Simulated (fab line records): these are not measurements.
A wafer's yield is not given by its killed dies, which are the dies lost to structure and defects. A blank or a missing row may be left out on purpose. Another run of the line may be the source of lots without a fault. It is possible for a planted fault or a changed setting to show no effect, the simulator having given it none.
fab line records	flow berkeley-cmos170	part 1 of 2: steps 1 to 36 of 51
[record] lots = 5	wafers = 15	last-day = 12
route steps=331 shown ACTIVE@69 PFIELD@79 FIELD@89 SACOX@97 SCREENOX@100 NVT@104 PVT@115
lots with no fault: from the same line, run without faults
start-h: hours from the record's opening day to when the first of the lot's shown wafers began	wait-h: time in hours since the lot's previous step	" the same as in the row above	L1.1+2: one row covering several wafers at once	- no value, or no start given	* or withheld: withheld	< > ~ a bound
route shown NAME@n: NAME is a module with steps in the file, n the number in the route of the first one	usual: mean/standard deviation taken from wafers without a fault	same: alike in all rows	chamber/n: place in a boat	sites: readings site by site	_std_site: standard deviation of those values	_edge_site: the outer-site mean with the inner-site mean subtracted	radius-mm: for every site, how far away it sits from the centre of the wafer	mask NAME#n: copy n	behind: the most recent tool/chamber to have shaped the wafer	hold: cause of the lot's hold/its duration in hours/its outcome	device: the transistor (n, p or np) that didn't switch	end of line: at the end of the route, the tests of the same wafers	step lacking rows: just its recipe	killed: count of dies lost to structure and defects at first sort (not the wafer's yield)	map: a wafer's dies, x killed, . not, _ none there
set.NAME: the setting as run; set.NAME@STEP: as run at that earlier step	model.NAME: the simulator's own value behind a step, which no gauge read
lots at some steps of the route; a table a step, a row a wafer
services: the hour from which a tool's chamber was out of use, counted from the record's first day as start-h (under 0 if before that day), plus the number of hours and why
[[steps]]
[step UCB170_ACTIVE_SOFTBAKE_09]
[recipe] resist = KrF	temp-c = 130	time-s = 60
lot.wafer	tool	chamber	start-h	wait-h
L075.1+2+6	litho-track-02	0	74.76	0.1
L080.1+3+5	litho-track-01	0	108.51	0.1
L083.1+2+5	litho-track-03	0	117.87	0.1
L092.1+2+5	litho-track-03	0	162.67	0.1
L095.2+3+4	litho-track-03	0	187.09	0.1
[step UCB170_ACTIVE_EXPOSE_10]
[recipe] mask-id = ACTIVE	target-cd-nm = 1200	na = 0.5	sigma-outer = 0.6	source-shape = conventional	dose-mj = 20
lot.wafer	tool	chamber	start-h	wait-h	mask
L075.1+2+6	krf-scanner-02	0	74.91	0.1	ACTIVE#0
L080.1+3+5	krf-scanner-02	0	108.79	0.2	ACTIVE#0
L083.1+2+5	krf-scanner-02	0	118.14	0.2	ACTIVE#0
L092.1+2+5	krf-scanner-02	0	163.06	0.4	ACTIVE#0
L095.2+3+4	krf-scanner-02	0	187.35	0.2	ACTIVE#0
[step UCB170_ACTIVE_PEB_11]
[recipe] peb-temp-c = 130	peb-time-s = withheld	resist = KrF
lot.wafer	tool	chamber	start-h	wait-h
L075.1+2+6	litho-track-02	0	75.03	0.1
L080.1+3+5	litho-track-02	0	108.90	0.1
L083.1+2+5	litho-track-01	0	118.26	0.1
L092.1+2+5	litho-track-03	0	163.17	0.1
L095.2+3+4	litho-track-02	0	187.48	0.1
[step UCB170_ACTIVE_DEVELOP_12]
[recipe] developer = TMAH	develop-time-s = 47.04	resist = KrF	dev-temp-c = 21
lot.wafer	tool	chamber	start-h	wait-h
L075.1+2+6	litho-track-02	0	-	-
L080.1+3+5	litho-track-02	0	-	-
L083.1+2+5	litho-track-01	0	-	-
L092.1+2+5	litho-track-03	0	-	-
L095.2+3+4	litho-track-02	0	-	-
[step UCB170_ACTIVE_CD_MEAS_13]
[recipe] target-cd-nm = 1200
[usual] cd-nm = 1199.7/1.5
lot.wafer	tool	chamber	start-h	wait-h	cd-nm
L075.1	cd-sem-01	-	75.31	-	1199.6
L075.2	"	-	"	"	1199.5
L075.6	"	-	"	"	1199.3
L080.1	cd-sem-01	-	109.18	-	1198.8
L080.3	"	-	"	"	1200.2
L080.5	"	-	"	"	1199.6
L083.1	cd-sem-02	-	118.62	-	1200.7
L083.2	"	-	"	"	1199.8
L083.5	"	-	"	"	1199.3
L092.1	cd-sem-02	-	163.45	-	1197.7
L092.2	"	-	"	"	1198.3
L092.5	"	-	"	"	1197.7
L095.2	cd-sem-02	-	187.75	-	1197.8
L095.3	"	-	"	"	1198.2
L095.4	"	-	"	"	1197.9
[step UCB170_ACTIVE_OVL_MEAS_14]
[usual] ACTIVE_OVL = 1/4.7
lot.wafer	tool	chamber	start-h	wait-h	ACTIVE_OVL[nm]
L075.1	overlay-01	-	75.43	0.1	9
L075.2	"	-	"	"	-7
L075.6	"	-	"	"	-1
L080.1	overlay-02	-	109.30	0.1	1
L080.3	"	-	"	"	-10
L080.5	"	-	"	"	-7
L083.1	overlay-02	-	118.74	0.1	-2
L083.2	"	-	"	"	6
L083.5	"	-	"	"	0
L092.1	overlay-01	-	163.57	0.1	-8
L092.2	"	-	"	"	4
L092.5	"	-	"	"	-5
L095.2	overlay-02	-	187.85	0.1	0
L095.3	"	-	"	"	8
L095.4	"	-	"	"	2
[step UCB170_ACTIVE_ETCH_15]
[recipe] chemistry = CH3F/Ar/O2	target = Si3N4	stop-on = SiO2	CH3F_flow_sccm = 20	Ar_flow_sccm = 50	O2_flow_sccm = 7	pressure-mtorr = 50	rf-w = 450	target-depth-a = 2420	over-etch-frac = 0.1	time-s = 151
[usual] CH3F_flow_sccm = 20.00/0.058	drypump-motor-current-A = 5.7/0.48	oes-product-au = 0.936/0.015	throttle-valve-pct = 8.09/0.16
[same] over-etch-frac = 0.1
lot.wafer	tool	chamber	start-h	wait-h	CH3F_flow_sccm	drypump-motor-current-A	oes-product-au	rf-hours-counter-h	throttle-valve-pct
L075.1	rie-diel-04	2	75.46	0.0	19.89	5.9	0.921	61	8.19
L075.2	"	1	"	"	20.08	5.6	0.927	129	8.27
L075.6	"	1	"	"	20.11	5.6	0.926	-	8.26
L080.1	rie-diel-01	1	109.33	0.0	19.95	4.9	0.967	18	7.88
L080.3	"	2	"	"	19.94	5.6	0.940	8	8.24
L080.5	"	0	"	"	19.95	6.8	0.916	-	7.83
L083.1	rie-diel-01	2	118.78	0.0	20.03	5.6	0.932	8	8.24
L083.2	"	1	"	"	19.99	5.0	0.976	19	7.88
L083.5	"	1	"	"	20.00	5.0	0.966	-	7.87
L092.1	rie-diel-03	1	163.61	0.0	20.08	5.9	0.947	8	7.90
L092.2	"	0	"	"	20.12	5.2	0.935	106	7.92
L092.5	"	0	"	"	20.10	5.2	0.949	-	7.93
L095.2	rie-diel-04	1	187.88	0.0	19.97	5.6	0.919	135	8.26
L095.3	"	0	"	"	20.03	5.6	0.925	20	8.08
L095.4	"	2	"	"	19.98	5.8	0.917	66	8.17
[step UCB170_ACTIVE_STRIP_16]
[recipe] chemistry = O2	power-w = 400	pressure-mtorr = 3500	platen-temp-c = withheld	o2-flow-sccm = 400	overash-fraction = 0.5
[usual] drypump-motor-current-A = 5.9/0.65	oes-product-au = 0.721/0.0043	strip-time-to-endpoint-s = 18.12/0.082
lot.wafer	tool	chamber	start-h	wait-h	drypump-motor-current-A	oes-product-au	rf-hours-counter-h	strip-time-to-endpoint-s
L075.1	plasma-asher-04	0	75.56	0.1	6.6	0.727	39	18.11
L075.2	"	1	"	"	5.5	0.724	39	18.17
L075.6	"	1	"	"	5.6	0.719	-	18.22
L080.1	plasma-asher-01	1	109.43	0.1	6.6	0.724	42	18.11
L080.3	"	1	"	"	6.6	0.718	-	17.99
L080.5	"	0	"	"	5.0	0.729	-	18.14
L083.1	plasma-asher-04	1	118.88	0.1	5.6	0.723	0	18.11
L083.2	"	0	"	"	6.6	0.720	0	18.15
L083.5	"	1	"	"	5.6	0.723	-	18.10
L092.1	plasma-asher-04	1	163.71	0.1	5.5	0.722	4	18.18
L092.2	"	0	"	"	6.6	0.720	4	18.16
L092.5	"	0	"	"	6.6	0.709	-	18.10
L095.2	plasma-asher-04	1	187.98	0.1	5.5	0.720	7	18.18
L095.3	"	1	"	"	5.5	0.725	-	18.14
L095.4	"	0	"	"	6.6	0.716	-	18.13
[step UCB170_ACTIVE_CD_MEAS_90]
[recipe] target-cd-nm = 1200
[usual] cd-nm = 1199.7/1.5
lot.wafer	tool	chamber	start-h	wait-h	cd-nm
L075.1	cd-sem-01	-	75.66	0.1	1199.4
L075.2	"	-	"	"	1199.4
L075.6	"	-	"	"	1199.0
L080.1	cd-sem-01	-	109.53	0.1	1198.9
L080.3	"	-	"	"	1199.7
L080.5	"	-	"	"	1200.2
L083.1	cd-sem-02	-	118.98	0.1	1200.5
L083.2	"	-	"	"	1199.9
L083.5	"	-	"	"	1199.6
L092.1	cd-sem-02	-	163.81	0.1	1198.1
L092.2	"	-	"	"	1198.0
L092.5	"	-	"	"	1197.5
L095.2	cd-sem-02	-	188.18	0.2	1198.1
L095.3	"	-	"	"	1198.7
L095.4	"	-	"	"	1198.7
[step UCB170_ACTIVE_CLEAN_17]
[recipe] chemistry = SPM	temp-c = 120	time-s = 600
lot.wafer	tool	chamber	start-h	wait-h
L075.1+2+6	wet-bench-03	2	78.04	2.4
L080.1+3+5	wet-bench-01	1	109.80	0.3
L083.1+2+5	wet-bench-01	2	119.35	0.4
L092.1+2+5	wet-bench-01	1	163.93	0.1
L095.2+3+4	wet-bench-02	3	188.29	0.1
[step UCB170_PFIELD_HMDS_00]
[recipe] prime-time-s = 60	prime-temp-c = 100
lot.wafer	tool	chamber	start-h	wait-h
L075.1+2+6	litho-track-01	0	78.23	0.0
L080.1+3+5	litho-track-01	0	110.31	0.3
L083.1+2+5	litho-track-04	0	119.66	0.1
L092.1+2+5	litho-track-02	0	164.10	0.0
L095.2+3+4	litho-track-04	0	188.50	0.0
[step UCB170_PFIELD_COAT_01]
[recipe] resist = KrF	spin-rpm = 1500	resist-thk-nm = 900
lot.wafer	tool	chamber	start-h	wait-h
L075.1+2+6	litho-track-01	0	78.38	0.1
L080.1+3+5	litho-track-01	0	110.46	0.1
L083.1+2+5	litho-track-04	0	119.81	0.1
L092.1+2+5	litho-track-02	0	164.25	0.1
L095.2+3+4	litho-track-04	0	188.65	0.1
[step UCB170_PFIELD_SOFTBAKE_02]
[recipe] resist = KrF	temp-c = 130	time-s = 60
lot.wafer	tool	chamber	start-h	wait-h
L075.1+2+6	litho-track-01	0	78.53	0.1
L080.1+3+5	litho-track-01	0	110.61	0.1
L083.1+2+5	litho-track-04	0	119.96	0.1
L092.1+2+5	litho-track-02	0	164.40	0.1
L095.2+3+4	litho-track-04	0	188.80	0.1
[step UCB170_PFIELD_EXPOSE_03]
[recipe] mask-id = PFIELD	na = 0.5	sigma-outer = 0.6	source-shape = conventional	target-cd-nm = 1500	dose-mj = 30
lot.wafer	tool	chamber	start-h	wait-h	mask
L075.1+2+6	krf-scanner-02	0	78.68	0.1	PFIELD#0
L080.1+3+5	krf-scanner-02	0	110.76	0.1	PFIELD#0
L083.1+2+5	krf-scanner-02	0	120.46	0.5	PFIELD#0
L092.1+2+5	krf-scanner-02	0	164.68	0.2	PFIELD#0
L095.2+3+4	krf-scanner-02	0	189.07	0.2	PFIELD#0
[step UCB170_PFIELD_PEB_04]
[recipe] peb-temp-c = 130	peb-time-s = withheld	resist = KrF
lot.wafer	tool	chamber	start-h	wait-h
L075.1+2+6	litho-track-04	0	78.80	0.1
L080.1+3+5	litho-track-02	0	111.06	0.3
L083.1+2+5	litho-track-02	0	120.80	0.3
L092.1+2+5	litho-track-01	0	164.79	0.1
L095.2+3+4	litho-track-04	0	189.19	0.1
[step UCB170_PFIELD_DEVELOP_05]
[recipe] developer = TMAH	develop-time-s = 45	resist = KrF	dev-temp-c = 21
lot.wafer	tool	chamber	start-h	wait-h
L075.1+2+6	litho-track-04	0	-	-
L080.1+3+5	litho-track-02	0	-	-
L083.1+2+5	litho-track-02	0	-	-
L092.1+2+5	litho-track-01	0	-	-
L095.2+3+4	litho-track-04	0	-	-
[step UCB170_PFIELD_OVL_MEAS_06]
[usual] PFIELD_OVL = -3/4.9
lot.wafer	tool	chamber	start-h	wait-h	PFIELD_OVL[nm]
L075.1	overlay-01	-	79.07	-	-5
L075.2	"	-	"	"	-8
L075.6	"	-	"	"	-3
L080.1	overlay-01	-	111.34	-	3
L080.3	"	-	"	"	7
L080.5	"	-	"	"	6
L083.1	overlay-01	-	121.07	-	-4
L083.2	"	-	"	"	-8
L083.5	"	-	"	"	3
L092.1	overlay-01	-	165.07	-	1
L092.2	"	-	"	"	-8
L092.5	"	-	"	"	1
L095.2	overlay-02	-	189.45	-	2
L095.3	"	-	"	"	-6
L095.4	"	-	"	"	5
[step UCB170_PFIELD_IMPLANT_07]
[recipe] species = B	dose-cm2 = 2e+13	energy-kev = 80	tilt-deg = 7
lot.wafer	tool	chamber	start-h	wait-h
L075.1+2+6	implanter-01	0	79.11	0.0
L080.1+3+5	implanter-02	0	111.38	0.0
L083.1+2+5	implanter-04	0	121.11	0.0
L092.1+2+5	implanter-04	0	165.10	0.0
L095.2+3+4	implanter-04	0	189.50	0.0
[step UCB170_PFIELD_STRIP_08]
[recipe] chemistry = O2	power-w = 400	pressure-mtorr = 3500	platen-temp-c = withheld	o2-flow-sccm = 400	overash-fraction = 0.5
[usual] drypump-motor-current-A = 5.8/0.67	oes-product-au = 0.734/0.0047	strip-time-to-endpoint-s = 21.65/0.063
lot.wafer	tool	chamber	start-h	wait-h	drypump-motor-current-A	oes-product-au	rf-hours-counter-h	strip-time-to-endpoint-s
L075.1	plasma-asher-04	0	79.26	0.1	6.6	0.729	39	21.50
L075.2	"	1	"	"	5.6	0.734	39	21.53
L075.6	"	0	"	"	6.6	0.742	-	21.52
L080.1	plasma-asher-01	0	111.53	0.1	5.0	0.729	42	21.63
L080.3	"	0	"	"	5.0	0.727	-	21.59
L080.5	"	0	"	"	4.9	0.742	-	21.64
L083.1	plasma-asher-02	1	121.26	0.1	5.4	0.737	37	21.65
L083.2	"	0	"	"	5.2	0.731	37	21.68
L083.5	"	1	"	"	5.4	0.731	-	21.65
L092.1	plasma-asher-02	1	165.25	0.1	5.4	0.733	41	21.55
L092.2	"	0	"	"	5.2	0.737	41	21.52
L092.5	"	1	"	"	5.4	0.726	-	21.54
L095.2	plasma-asher-01	1	189.63	0.1	6.7	0.731	50	21.69
L095.3	"	1	"	"	6.6	0.734	-	21.64
L095.4	"	0	"	"	5.0	0.738	-	21.75
[step UCB170_PFIELD_TW_MEAS_09]
[usual] PFIELD_TW = 606/4.7
lot.wafer	tool	chamber	start-h	wait-h	PFIELD_TW
L075.1	film-metro-04	-	79.36	0.1	614
L075.2	"	-	"	"	607
L075.6	"	-	"	"	610
L080.1	film-metro-04	-	111.63	0.1	606
L080.3	"	-	"	"	606
L080.5	"	-	"	"	610
L083.1	film-metro-03	-	121.36	0.1	606
L083.2	"	-	"	"	609
L083.5	"	-	"	"	612
L092.1	film-metro-03	-	165.35	0.1	605
L092.2	"	-	"	"	606
L092.5	"	-	"	"	602
L095.2	film-metro-03	-	189.74	0.1	610
L095.3	"	-	"	"	609
L095.4	"	-	"	"	608
[step UCB170_FIELD_CLEAN_00]
[recipe] chemistry = dHF	dilution = 25:1	time-s = 7.5
lot.wafer	tool	chamber	start-h	wait-h
L075.1+2+6	wet-bench-04	2	79.42	0.1
L080.1+3+5	wet-bench-02	2	111.69	0.1
L083.1+2+5	wet-bench-04	0	121.42	0.1
L092.1+2+5	wet-bench-04	3	165.41	0.1
L095.2+3+4	wet-bench-04	3	189.79	0.0
[step UCB170_FIELD_OXIDATION_01]
[recipe] temp-c = 1000	ambient = H2O	p-h2o-torr = 584.62	target-thk-a = 5583	ox-time-s = 7200
lot.wafer	tool	chamber	start-h	wait-h
L075.1+2+6	furnace-03	0	82.79	3.4
L080.1+3+5	furnace-01	0	115.04	3.3
L083.1+2+5	furnace-03	0	123.56	2.1
L092.1+2+5	furnace-01	0	167.61	2.2
L095.2+3+4	furnace-03	0	193.68	3.9
[step UCB170_FIELD_THK_MEAS_02]
[recipe] reads = SiO2_of_FIELD_OXIDATION_01
[usual] FIELD_OXIDE_THK = 558/9.8
lot.wafer	tool	chamber	start-h	wait-h	FIELD_OXIDE_THK[nm]
L075.1	film-metro-04	-	85.79	0.0	567
L075.2	"	-	"	"	565
L075.6	"	-	"	"	571
L080.1	film-metro-04	-	118.04	0.0	560
L080.3	"	-	"	"	558
L080.5	"	-	"	"	566
L083.1	film-metro-02	-	126.60	0.0	550
L083.2	"	-	"	"	543
L083.5	"	-	"	"	544
L092.1	film-metro-02	-	170.61	0.0	551
L092.2	"	-	"	"	554
L092.5	"	-	"	"	563
L095.2	film-metro-04	-	196.69	0.0	574
L095.3	"	-	"	"	571
L095.4	"	-	"	"	578
[step UCB170_FIELD_ANNEAL_03]
[recipe] temp-c = 1000	time-s = 1200	ambient = N2
lot.wafer	tool	chamber	start-h	wait-h
L075.1+2+6	furnace-01	0	89.34	3.5
L080.1+3+5	furnace-03	0	120.56	2.5
L083.1+2+5	furnace-01	0	131.19	4.6
L092.1+2+5	furnace-01	0	173.36	2.7
L095.2+3+4	furnace-03	0	200.84	4.1
[step UCB170_FIELD_WET_ETCH_04]
[recipe] chemistry = dHF	dilution = 10:1	target = SiO2	temp-c = 25	time-s = 60
lot.wafer	tool	chamber	start-h	wait-h
L075.1+2+6	wet-bench-01	0	90.67	0.0
L080.1+3+5	wet-bench-04	2	121.89	0.0
L083.1+2+5	wet-bench-04	0	132.52	0.0
L092.1+2+5	wet-bench-01	3	174.69	0.0
L095.2+3+4	wet-bench-04	1	202.18	0.0
[step UCB170_FIELD_WET_ETCH_05]
[recipe] chemistry = H3PO4	target = Si3N4	temp-c = 160	time-s = 12600
lot.wafer	tool	chamber	start-h	wait-h
L075.1+2+6	wet-bench-01	1	90.70	0.0
L080.1+3+5	wet-bench-04	3	121.92	0.0
L083.1+2+5	wet-bench-01	2	132.54	0.0
L092.1+2+5	wet-bench-04	0	174.72	0.0
L095.2+3+4	wet-bench-04	3	202.23	0.0
[step UCB170_FIELD_WET_ETCH_06]
[recipe] chemistry = BOE	dilution = 5:1	target = SiO2	temp-c = 25	time-s = 22
lot.wafer	tool	chamber	start-h	wait-h
L075.1+2+6	wet-bench-04	1	94.58	0.1
L080.1+3+5	wet-bench-04	3	125.42	0.0
L083.1+2+5	wet-bench-04	3	136.05	0.0
L092.1+2+5	wet-bench-04	3	178.58	0.3
L095.2+3+4	wet-bench-04	2	210.31	0.4
[step UCB170_FIELD_THK_MEAS_90]
[recipe] reads = SiO2_of_FIELD_OXIDATION_01
[usual] FIELD_OXIDE_LEFT_1_THK = 441/9.5
lot.wafer	tool	chamber	start-h	wait-h	FIELD_OXIDE_LEFT_1_THK[nm]
L075.1	film-metro-02	-	94.59	0.0	451
L075.2	"	-	"	"	449
L075.6	"	-	"	"	454
L080.1	film-metro-04	-	125.44	0.0	444
L080.3	"	-	"	"	442
L080.5	"	-	"	"	451
L083.1	film-metro-01	-	136.07	0.0	433
L083.2	"	-	"	"	427
L083.5	"	-	"	"	428
L092.1	film-metro-04	-	178.60	0.0	433
L092.2	"	-	"	"	436
L092.5	"	-	"	"	445
L095.2	film-metro-04	-	210.35	0.0	457
L095.3	"	-	"	"	454
L095.4	"	-	"	"	461
[step UCB170_SACOX_CLEAN_00]
[recipe] chemistry = dHF	dilution = 25:1	time-s = 7.5
lot.wafer	tool	chamber	start-h	wait-h
L075.1+2+6	wet-bench-04	0	94.65	0.1
L080.1+3+5	wet-bench-04	1	125.50	0.1
L083.1+2+5	wet-bench-04	0	136.13	0.1
L092.1+2+5	wet-bench-04	0	178.94	0.3
L095.2+3+4	wet-bench-03	2	210.40	0.0
[step UCB170_SACOX_OXIDATION_01]
[recipe] temp-c = 900	ambient = O2	target-thk-a = 144	ox-time-s = 2476
lot.wafer	tool	chamber	start-h	wait-h
L075.1+2+6	furnace-01	0	96.17	1.5
L080.1+3+5	furnace-02	0	128.64	3.1
L083.1+2+5	furnace-03	0	139.03	2.9
L092.1+2+5	furnace-01	0	181.46	2.5
L095.2+3+4	furnace-01	0	213.33	2.9
[step UCB170_SACOX_THK_MEAS_02]
[recipe] reads = SiO2_of_SACOX_OXIDATION_01
[usual] SACOX_OXIDE_THK = 14.72/0.28
lot.wafer	tool	chamber	start-h	wait-h	SACOX_OXIDE_THK[nm]
L075.1	film-metro-02	-	97.84	0.0	14.56
L075.2	"	-	"	"	14.76
L075.6	"	-	"	"	14.66
L080.1	film-metro-01	-	130.31	0.0	14.59
L080.3	"	-	"	"	14.78
L080.5	"	-	"	"	14.68
L083.1	film-metro-01	-	140.70	0.0	14.20
L083.2	"	-	"	"	14.21
L083.5	"	-	"	"	14.20
L092.1	film-metro-02	-	183.13	0.0	14.77
L092.2	"	-	"	"	15.01
L092.5	"	-	"	"	14.76
L095.2	film-metro-01	-	215.00	0.0	14.94
L095.3	"	-	"	"	15.00
L095.4	"	-	"	"	15.05
[step UCB170_SCREENOX_WET_ETCH_00]
[recipe] chemistry = dHF	dilution = 25:1	target = SiO2	temp-c = 25	time-s = 200
lot.wafer	tool	chamber	start-h	wait-h
L075.1+2+6	wet-bench-04	3	97.90	0.1
L080.1+3+5	wet-bench-03	2	130.37	0.1
L083.1+2+5	wet-bench-04	0	140.76	0.1
L092.1+2+5	wet-bench-03	2	183.19	0.1
L095.2+3+4	wet-bench-03	3	215.05	0.0
[step UCB170_SCREENOX_OXIDATION_01]
[recipe] temp-c = 900	ambient = O2	target-thk-a = 144	ox-time-s = 2400
lot.wafer	tool	chamber	start-h	wait-h
L075.1+2+6	furnace-02	0	100.52	2.6
L080.1+3+5	furnace-01	0	133.87	3.4
L083.1+2+5	furnace-01	0	143.32	2.5
L092.1+2+5	furnace-01	0	188.41	5.1
L095.2+3+4	furnace-04	0	217.57	2.5
[step UCB170_SCREENOX_THK_MEAS_02]
[recipe] reads = SiO2_of_SCREENOX_OXIDATION_01
[usual] SCREENOX_OXIDE_THK = 14.3/0.31
lot.wafer	tool	chamber	start-h	wait-h	SCREENOX_OXIDE_THK[nm]
L075.1	film-metro-04	-	102.19	0.0	14.1
L075.2	"	-	"	"	14.1
L075.6	"	-	"	"	14.1
L080.1	film-metro-01	-	135.54	0.0	14.5
L080.3	"	-	"	"	14.5
L080.5	"	-	"	"	14.6
L083.1	film-metro-03	-	145.05	0.1	14.0
L083.2	"	-	"	"	13.8
L083.5	"	-	"	"	13.9
L092.1	film-metro-01	-	190.08	0.0	14.5
L092.2	"	-	"	"	14.5
L092.5	"	-	"	"	14.6
L095.2	film-metro-01	-	219.25	0.0	14.2
L095.3	"	-	"	"	14.0
L095.4	"	-	"	"	14.0
[step UCB170_SCREENOX_ANNEAL_03]
[recipe] temp-c = 900	time-s = 900	ambient = N2
lot.wafer	tool	chamber	start-h	wait-h
L075.1+2+6	furnace-01	0	105.59	3.4
L080.1+3+5	furnace-04	0	138.64	3.1
L083.1+2+5	furnace-01	0	146.24	1.2
L092.1+2+5	furnace-01	0	193.93	3.8
L095.2+3+4	furnace-04	0	219.30	0.0
[step UCB170_NVT_HMDS_00]
[recipe] prime-time-s = 60	prime-temp-c = 100
lot.wafer	tool	chamber	start-h	wait-h
L075.1+2+6	litho-track-01	0	106.84	0.0
L080.1+3+5	litho-track-01	0	139.89	0.0
L083.1+2+5	litho-track-04	0	147.49	0.0
L092.1+2+5	litho-track-01	0	195.38	0.2
L095.2+3+4	litho-track-03	0	221.16	0.6
